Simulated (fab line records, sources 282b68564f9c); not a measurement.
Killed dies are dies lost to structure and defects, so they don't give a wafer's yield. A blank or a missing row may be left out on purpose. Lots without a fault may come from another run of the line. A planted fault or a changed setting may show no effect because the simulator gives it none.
Which tool did it? | flow rit_cmos | 14 lots, 42 wafers sampled, at 2 steps of a route of 202

WHAT THE GAUGES READ, wafer by wafer
The record holds no reading of a measuring or inspecting step that can be judged against a usual standard deviation.

WHICH TOOL RAN EACH LOT (tool, then ch and the chambers of the sampled wafers, then the start)
lot  | RIT_GATE_STRIP_20                   | RIT_M1_PROBE_99
L910 | plasma_asher-03 ch 1, day 2 12:47   | prober-01, day 3 08:58
L911 | plasma_asher-03 ch 0,1, day 2 17:26 | prober-02, day 3 13:05
L912 | plasma_asher-04 ch 0,1, day 2 23:46 | prober-01, day 3 20:10
L913 | plasma_asher-03 ch 0,1, day 3 05:24 | prober-02, day 4 02:31
L915 | plasma_asher-03 ch 0,1, day 3 13:26 | prober-02, day 4 09:12
L917 | plasma_asher-04 ch 0,1, day 4 00:30 | prober-02, day 4 20:35
L920 | plasma_asher-04 ch 0,1, day 4 14:51 | prober-01, day 5 12:29
L921 | plasma_asher-04 ch 0,1, day 4 19:50 | prober-02, day 5 16:41
L922 | plasma_asher-02 ch 0,1, day 5 04:46 | prober-01, day 6 02:12
L924 | plasma_asher-03 ch 0,1, day 5 11:32 | prober-01, day 6 08:46
L926 | plasma_asher-03 ch 0,1, day 5 22:06 | prober-01, day 6 18:25
L928 | plasma_asher-03 ch 0,1, day 6 07:55 | prober-01, day 7 04:32
L932 | plasma_asher-04 ch 0,1, day 7 03:26 | prober-01, day 7 23:16
L933 | plasma_asher-04 ch 0,1, day 7 09:02 | prober-02, day 8 04:58
- RIT_GATE_STRIP_20: strips in O2, time 180 s.
- RIT_M1_PROBE_99

WHAT THE TOOLS THEMSELVES READ (means of the sampled wafers that have a number; where no wafer has one, the mark that the record gives instead)
RIT_GATE_STRIP_20.
lot  | tool            | chamber_pressure_mTorr (mTorr) | drypump_motor_current_A (A) | o2_flow_sccm (sccm)
L910 | plasma_asher-03 | 4002                           | 6.1                         | 3985
L911 | plasma_asher-03 | 4002                           | 5.3                         | 3996
L912 | plasma_asher-04 | 3998                           | 6.0                         | 3990
L913 | plasma_asher-03 | 4002                           | 5.3                         | 4003
L915 | plasma_asher-03 | 4001                           | 5.7                         | 4000
L917 | plasma_asher-04 | 4003                           | 6.0                         | 3467
L920 | plasma_asher-04 | 4001                           | 6.0                         | 3469
L921 | plasma_asher-04 | 3998                           | 6.3                         | 3752
L922 | plasma_asher-02 | 3996                           | 5.3                         | 3998
L924 | plasma_asher-03 | 4001                           | 5.7                         | 4011
L926 | plasma_asher-03 | 4002                           | 5.3                         | 3994
L928 | plasma_asher-03 | 4001                           | 5.3                         | 4012
L932 | plasma_asher-04 | 4001                           | 6.0                         | 3982
L933 | plasma_asher-04 | 4002                           | 6.2                         | 4009

RIT_M1_PROBE_99.
lot  | tool      | killed_at_M0_to_M3 | killed_at_front_end | killed_dies | killed_open | killed_short
L910 | prober-01 | 0.0                | 10.0                | 10.0        | 4.3         | 4.3
L911 | prober-02 | 0.0                | 10.3                | 10.3        | 5.0         | 5.3
L912 | prober-01 | 0.0                | 9.3                 | 9.3         | 4.0         | 5.3
L913 | prober-02 | 0.7                | 7.7                 | 8.3         | 3.7         | 4.0
L915 | prober-02 | 0.0                | 8.0                 | 8.0         | 5.7         | 2.3
L917 | prober-02 | 0.0                | 7.7                 | 7.7         | 3.3         | 3.7
L920 | prober-01 | 0.0                | 10.7                | 10.7        | 6.0         | 4.7
L921 | prober-02 | 0.0                | 7.3                 | 7.3         | 3.7         | 3.7
L922 | prober-01 | 0.0                | 7.3                 | 7.3         | 3.0         | 4.3
L924 | prober-01 | 0.0                | 6.0                 | 6.0         | 2.0         | 4.0
L926 | prober-01 | 0.0                | 3.7                 | 3.7         | 2.0         | 1.7
L928 | prober-01 | 0.0                | 7.0                 | 7.0         | 2.7         | 4.3
L932 | prober-01 | 0.0                | 5.3                 | 5.3         | 3.3         | 2.0
L933 | prober-02 | 0.0                | 5.3                 | 5.3         | 2.3         | 3.0

THE ANSWER, worked out from the rows above alone
Rule: what is usual is taken from the lots themselves. Put in order of their means at a reading, lots are off if they are a third of the lots or fewer, leave a main group of 4 or more, and stand apart from it by a gap of 3 or more times the standard deviation of the main group's means; of several such gaps the widest counts. A main group whose means are all the same, to the digits that the tables above print for the reading, isn't used. A lot without any number at a reading at which 4 lots or more have one is off too. The other lots that the step has rows for count as sound. The gauges are gone through in route order, then the tools' own readings, and for those a lot's mean is taken as printed above. The first step at which some lot is off is used, and at that step the reading that is off furthest; a lot without a number counts as furthest.
Off: L917, L920, L921, at RIT_GATE_STRIP_20 (o2_flow_sccm). The main group: mean 3998 sccm, standard deviation 9.6.
A tool fits if, at that step or a process step before it, it ran every lot that is off, and no sound lot after the first of them. None of those tried fits.

WHAT THE SIMULATOR HAD PUT IN
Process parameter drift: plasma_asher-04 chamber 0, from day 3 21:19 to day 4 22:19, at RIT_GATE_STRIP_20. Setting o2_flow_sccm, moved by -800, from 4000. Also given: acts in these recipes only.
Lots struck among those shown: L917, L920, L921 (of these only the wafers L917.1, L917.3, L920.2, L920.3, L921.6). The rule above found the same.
